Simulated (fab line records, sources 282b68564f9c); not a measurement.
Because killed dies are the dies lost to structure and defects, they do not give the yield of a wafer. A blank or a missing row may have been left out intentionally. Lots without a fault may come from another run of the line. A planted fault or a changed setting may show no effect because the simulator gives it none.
fab line records | flow rit_cmos
record lots=6 | wafers=18 | last_day=7
route steps=202 shown NSD@137 PSD@142 M1@202
lots untouched by any fault: they come from a run of this same line in which no faults occurred
start_h: hours from the record's first day to the start of the lot's first wafer shown | wait_h: hours elapsed since this lot's preceding step | " identical to the entry in the row above | L1.1+2: one row covering several wafers at once | - no value, or no start was given | * or withheld: withheld | < > ~ a bound
route shown NAME@n: NAME is a module with steps in the file, n the number in the route of the first one | usual: mean/standard deviation taken from wafers without a fault | same: alike in all rows | chamber/n: place in a boat | sites: each site's reading | _std_site: standard deviation across them | _edge_site: inner sites' mean taken away from outer sites' mean | radius_mm: how far each site lies from the wafer's centre | mask NAME#n: copy n | behind: the tool/chamber that last shaped the wafer | hold: cause of the lot's hold/its duration in hours/its outcome | device: the transistor (n, p or np) that didn't switch | end of line: at the end of the route, the tests of the same wafers | a step without rows: its recipe alone | killed: at the first sort, the dies lost to defects and structure; wafer yield is something else | map: a wafer's dies, x killed, . not, _ none there
set.NAME: setting as actually run; set.NAME@STEP: the setting as run at that earlier step | model.NAME: the simulator's own value behind a step, which no gauge read
certain route steps with their lots: each step a table, each wafer a row
services: the hour from which a tool's chamber was out of use, counted from the record's first day as start_h (under 0 if before that day), plus the number of hours and why
## steps
# step RIT_NSD_OVL_MEAS_06
# usual NSD_OVL=0.5/1.5
lot.wafer | tool       | chamber | start_h | wait_h | NSD_OVL[nm]
L782.1    | overlay-01 | -       | 76.64   | -      | -1.1
L782.4    | "          | -       | "       | "      | -0.7
L782.6    | "          | -       | "       | "      | 0.1
L783.1    | overlay-02 | -       | 81.76   | -      | -1.9
L783.4    | "          | -       | "       | "      | -1.7
L783.5    | "          | -       | "       | "      | -2.4
L788.1    | overlay-02 | -       | 107.48  | -      | 0.7
L788.4    | "          | -       | "       | "      | -1.8
L788.5    | "          | -       | "       | "      | -1.5
L789.2    | overlay-01 | -       | 112.54  | -      | -0.1
L789.3    | "          | -       | "       | "      | -0.9
L789.5    | "          | -       | "       | "      | 2.5
L791.2    | overlay-02 | -       | 126.56  | -      | -0.4
L791.5    | "          | -       | "       | "      | -0.9
L791.6    | "          | -       | "       | "      | 1.4
L799.1    | overlay-02 | -       | 162.76  | -      | -0.5
L799.2    | "          | -       | "       | "      | 0.5
L799.3    | "          | -       | "       | "      | 0.2
# step RIT_NSD_HARDBAKE_07
# recipe resist=NOVOLAK | temp_c=140 | time_s=60
# step RIT_NSD_IMPLANT_08
# recipe species=P | energy_kev=25 | dose_cm2=1e+15 | tilt_deg=7
# step RIT_NSD_STRIP_09
# recipe chemistry=O2 | time_s=180 | resist=NOVOLAK | platen_temp_c=withheld | power_w=500 | pressure_mtorr=4000 | o2_flow_sccm=4000
# usual drypump_motor_current_A=5.8/0.35
lot.wafer | tool            | chamber | start_h | wait_h | drypump_motor_current_A | rf_hours_counter_h
L782.1    | plasma_asher-02 | 0       | 76.98   | 0.1    | 5.8                     | 43
L782.4    | "               | 1       | "       | "      | 5.8                     | -
L782.6    | "               | 1       | "       | "      | 5.8                     | -
L783.1    | plasma_asher-01 | 0       | 82.09   | 0.1    | 5.6                     | 44
L783.4    | "               | 1       | "       | "      | 6.0                     | -
L783.5    | "               | 0       | "       | "      | 5.7                     | -
L788.1    | plasma_asher-03 | 0       | 107.82  | 0.1    | 6.3                     | 30
L788.4    | "               | 1       | "       | "      | 5.2                     | -
L788.5    | "               | 1       | "       | "      | 5.2                     | -
L789.2    | plasma_asher-03 | 0       | 112.87  | 0.1    | 6.4                     | 31
L789.3    | "               | 0       | "       | "      | 6.3                     | -
L789.5    | "               | 0       | "       | "      | 6.4                     | -
L791.2    | plasma_asher-01 | 0       | 127.02  | 0.1    | 5.7                     | 1
L791.5    | "               | 0       | "       | "      | 5.7                     | -
L791.6    | "               | 1       | "       | "      | 6.0                     | -
L799.1    | plasma_asher-02 | 1       | 163.09  | 0.1    | 5.8                     | 53
L799.2    | "               | 0       | "       | "      | 5.8                     | 53
L799.3    | "               | 1       | "       | "      | 5.8                     | -
# step RIT_NSD_TW_MEAS_10
# usual NSD_TW=3098/27
lot.wafer | tool          | chamber | start_h | wait_h | NSD_TW
L782.1    | film_metro-04 | -       | 77.15   | 0.1    | 3155
L782.4    | "             | -       | "       | "      | 3160
L782.6    | "             | -       | "       | "      | 3133
L783.1    | film_metro-02 | -       | 82.27   | 0.1    | 3061
L783.4    | "             | -       | "       | "      | 3054
L783.5    | "             | -       | "       | "      | 3064
L788.1    | film_metro-04 | -       | 107.99  | 0.1    | 3099
L788.4    | "             | -       | "       | "      | 3101
L788.5    | "             | -       | "       | "      | 3115
L789.2    | film_metro-04 | -       | 113.05  | 0.1    | 3113
L789.3    | "             | -       | "       | "      | 3134
L789.5    | "             | -       | "       | "      | 3128
L791.2    | film_metro-03 | -       | 127.20  | 0.1    | 3070
L791.5    | "             | -       | "       | "      | 3077
L791.6    | "             | -       | "       | "      | 3091
L799.1    | film_metro-03 | -       | 163.27  | 0.1    | 3089
L799.2    | "             | -       | "       | "      | 3096
L799.3    | "             | -       | "       | "      | 3104
# step RIT_PSD_HMDS_00
# recipe prime_time_s=60 | prime_temp_c=140
# step RIT_PSD_COAT_01
# recipe resist=NOVOLAK | spin_rpm=3291 | resist_thk_nm=1000
# step RIT_PSD_SOFTBAKE_02
# recipe resist=NOVOLAK | temp_c=90 | time_s=60
# step RIT_PSD_EXPOSE_03
# recipe mask_id=M10 | na=0.57 | target_cd_nm=40900 | dose_mj=250
# step RIT_PSD_PEB_04
# recipe resist=NOVOLAK | temp_c=withheld | time_s=withheld
# step RIT_PSD_DEVELOP_05
# recipe resist=NOVOLAK | develop_time_s=50 | dev_temp_c=23
# step RIT_PSD_OVL_MEAS_06
# usual PSD_OVL=-0.2/1.3
lot.wafer | tool       | chamber | start_h | wait_h | PSD_OVL[nm]
L782.1    | overlay-01 | -       | 78.19   | -      | 0.3
L782.4    | "          | -       | "       | "      | 1.1
L782.6    | "          | -       | "       | "      | 1.4
L783.1    | overlay-02 | -       | 83.30   | -      | -1.9
L783.4    | "          | -       | "       | "      | -1.7
L783.5    | "          | -       | "       | "      | -2.0
L788.1    | overlay-02 | -       | 108.90  | -      | -0.4
L788.4    | "          | -       | "       | "      | 0.3
L788.5    | "          | -       | "       | "      | -0.3
L789.2    | overlay-02 | -       | 114.08  | -      | -0.3
L789.3    | "          | -       | "       | "      | 0.2
L789.5    | "          | -       | "       | "      | -1.5
L791.2    | overlay-02 | -       | 128.24  | -      | -0.8
L791.5    | "          | -       | "       | "      | -1.0
L791.6    | "          | -       | "       | "      | -0.9
L799.1    | overlay-02 | -       | 164.18  | -      | 0.4
L799.2    | "          | -       | "       | "      | 0.4
L799.3    | "          | -       | "       | "      | -1.3
# step RIT_PSD_HARDBAKE_07
# recipe resist=NOVOLAK | temp_c=140 | time_s=60
# usual heater_power_total_W=62.55/0.05 | plate_temp_C=140.01/0.13
lot.wafer | tool           | chamber | start_h | wait_h | heater_power_total_W | plate_temp_C | model.NOVOLAK_of_PSD_COAT_01.thk_nm
L782.1    | litho_track-01 | 0       | 78.22   | 0.0    | 62.57                | 140.16       | 875.8
L782.4    | "              | 0       | "       | "      | 62.45                | 140.13       | 875.2
L782.6    | "              | 0       | "       | "      | 62.60                | 139.90       | 875.6
L783.1    | litho_track-02 | 0       | 83.34   | 0.0    | 62.63                | 139.90       | 878.1
L783.4    | "              | 0       | "       | "      | 62.62                | 139.98       | 880.8
L783.5    | "              | 0       | "       | "      | 62.46                | 140.10       | 879.3
L788.1    | litho_track-02 | 0       | 108.94  | 0.0    | 62.56                | 139.96       | 876.9
L788.4    | "              | 0       | "       | "      | 62.54                | 139.83       | 879
L788.5    | "              | 0       | "       | "      | 62.52                | 139.94       | 879.1
L789.2    | litho_track-02 | 0       | 114.32  | 0.2    | 66.60                | 147.04       | 871
L789.3    | "              | 0       | "       | "      | 66.53                | 146.89       | 869.7
L789.5    | "              | 0       | "       | "      | 66.61                | 146.73       | 871
L791.2    | litho_track-02 | 0       | 128.29  | 0.0    | 66.49                | 146.82       | 872.6
L791.5    | "              | 0       | "       | "      | 66.50                | 147.08       | 873.6
L791.6    | "              | 0       | "       | "      | 66.62                | 147.03       | 873.7
L799.1    | litho_track-01 | 0       | 164.21  | 0.0    | 62.61                | 140.09       | 878.1
L799.2    | "              | 0       | "       | "      | 62.52                | 140.01       | 882.4
L799.3    | "              | 0       | "       | "      | 62.51                | 140.06       | 879.2
# step RIT_PSD_IMPLANT_08
# recipe species=BF2 | energy_kev=27.44 | dose_cm2=5e+15 | tilt_deg=7
# step RIT_M1_PROBE_99
# usual killed_at_contacts=0.1/0.25 | killed_at_front_end=7.1/2.9 | killed_dies=7.2/2.9 | killed_open=3.6/1.9 | killed_short=3.5/1.9
# same gross_dies=264 | killed_at_M0_to_M3=0 | killed_at_M4_up=0 | killed_at_back_side=0 | killed_at_other=0
lot.wafer | tool      | chamber | start_h | wait_h | killed_at_contacts | killed_at_front_end | killed_dies | killed_open | killed_short
L788.1    | prober-01 | -       | 117.56  | 0.1    | 0                  | 7                   | 7           | 4           | 3
L788.4    | prober-01 | -       | 117.71  | 0.2    | 0                  | 4                   | 4           | 2           | 2
L788.5    | prober-01 | -       | 117.76  | 0.2    | 0                  | 5                   | 5           | 4           | 1
L789.2    | prober-02 | -       | 125.67  | 0.1    | 0                  | 13                  | 13          | 8           | 5
L789.3    | prober-02 | -       | 125.72  | 0.2    | 0                  | 6                   | 6           | 4           | 2
L789.5    | prober-02 | -       | 125.82  | 0.2    | 0                  | 10                  | 10          | 6           | 4
L791.2    | prober-02 | -       | 138.05  | 0.1    | 0                  | 7                   | 7           | 3           | 4
L791.5    | prober-02 | -       | 138.20  | 0.2    | 0                  | 3                   | 3           | 1           | 2
L791.6    | prober-02 | -       | 138.25  | 0.2    | 1                  | 10                  | 11          | 4           | 7
L799.1    | prober-01 | -       | 172.48  | 0.1    | 0                  | 8                   | 8           | 2           | 6
L799.2    | prober-01 | -       | 172.53  | 0.1    | 0                  | 10                  | 10          | 2           | 8
L799.3    | prober-01 | -       | 172.58  | 0.2    | 0                  | 9                   | 9           | 5           | 4
# killed by level:class
L788.1 FOX2:geometric_particle:short=2 GATE:geometric_particle:open=2 GATE:geometric_particle:short=1 REOX:geometric_particle:open=1 SILICIDE:geometric_particle:open=1
L788.4 SILICIDE:geometric_particle:open=2 REOX:geometric_particle:short=1 SPACER:geometric_particle:short=1
L788.5 SILICIDE:geometric_particle:open=2 FOX2:geometric_particle:open=1 GATE:geometric_particle:open=1 GATE:geometric_particle:short=1
L789.2 FOX1:geometric_particle:short=2 GATE:geometric_particle:open=2 REOX:geometric_particle:open=2 SPACER:geometric_particle:short=2 SILICIDE:geometric_particle:open=2 FOX1:geometric_particle:open=1 FOX2:geometric_particle:open=1 REOX:geometric_particle:short=1
L789.3 GATE:geometric_particle:open=3 SILICIDE:geometric_particle:short=2 FOX2:geometric_particle:open=1
L789.5 GATE:geometric_particle:short=3 FOX2:geometric_particle:open=2 GATE:geometric_particle:open=2 FOX1:geometric_particle:open=1 FOX1:geometric_particle:short=1 REOX:geometric_particle:open=1
L791.2 GATE:geometric_particle:short=3 GATE:geometric_particle:open=2 FOX2:geometric_particle:open=1 REOX:geometric_particle:short=1
L791.5 GATE:geometric_particle:open=1 REOX:geometric_particle:short=1 SPACER:geometric_particle:short=1
L791.6 GATE:geometric_particle:open=2 REOX:geometric_particle:short=2 REOX:geometric_particle:open=2 SPACER:geometric_particle:short=2 GATE:geometric_particle:short=1 SILICIDE:geometric_particle:short=1 CONTACT:geometric_particle:short=1
L799.1 REOX:geometric_particle:short=3 SILICIDE:geometric_particle:short=2 GATE:geometric_particle:open=1 GATE:geometric_particle:short=1 REOX:geometric_particle:open=1
L799.2 REOX:geometric_particle:short=3 FOX2:geometric_particle:short=2 GATE:geometric_particle:short=2 GATE:geometric_particle:open=2 FOX1:geometric_particle:short=1
L799.3 FOX2:geometric_particle:short=2 REOX:geometric_particle:open=2 FOX1:geometric_particle:open=1 FOX2:geometric_particle:open=1 GATE:geometric_particle:short=1 GATE:geometric_particle:open=1 REOX:geometric_particle:short=1
## services
tool            | chamber | start_h | hours | kind
plasma_asher-01 | -       | 108.75  | 9.0   | pm
plasma_asher-01 | 0       | 108.75  | 9.0   | vent_cycle
plasma_asher-01 | 1       | 108.75  | 9.0   | vent_cycle
plasma_asher-02 | -       | 109.32  | 2.8   | pm
plasma_asher-01 | 0       | 117.75  | -     | clean
plasma_asher-01 | 1       | 117.75  | -     | clean
## key
first_sign step=RIT_PSD_HARDBAKE_07 | reading=heater_power_total_W | direction=up | sigmas=81 | usual=62.55 | struck=66.56
effect step=RIT_PSD_HARDBAKE_07 | reading=plate_temp_C | direction=up | sigmas=55 | usual=* | struck=*
model_effect step=RIT_PSD_HARDBAKE_07 | value=NOVOLAK_of_PSD_COAT_01.thk_nm | without=879.3 | struck=871.9
met_at RIT_PSD_HARDBAKE_07
struck_wafers L789.2,L789.3,L789.5,L791.2,L791.5,L791.6
tester_left_out L789,L791
onset_between 108.94 114.32
fault kind=process_parameter_drift | tool=litho_track-02 | chamber=- | onset_h=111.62 | steps=RIT_PSD_HARDBAKE_07 | channel=temp_c | offset=* | shape=step | end_h=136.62 | acts_in=* | stated=*
# tester_left_out: of these lots the tester's yield and bins aren't shown, on N5 and GAA mostly nor the transistor test; their killed dies are dies lost to structure and defects alone, not to doping, threshold or leakage, so they don't give the yield
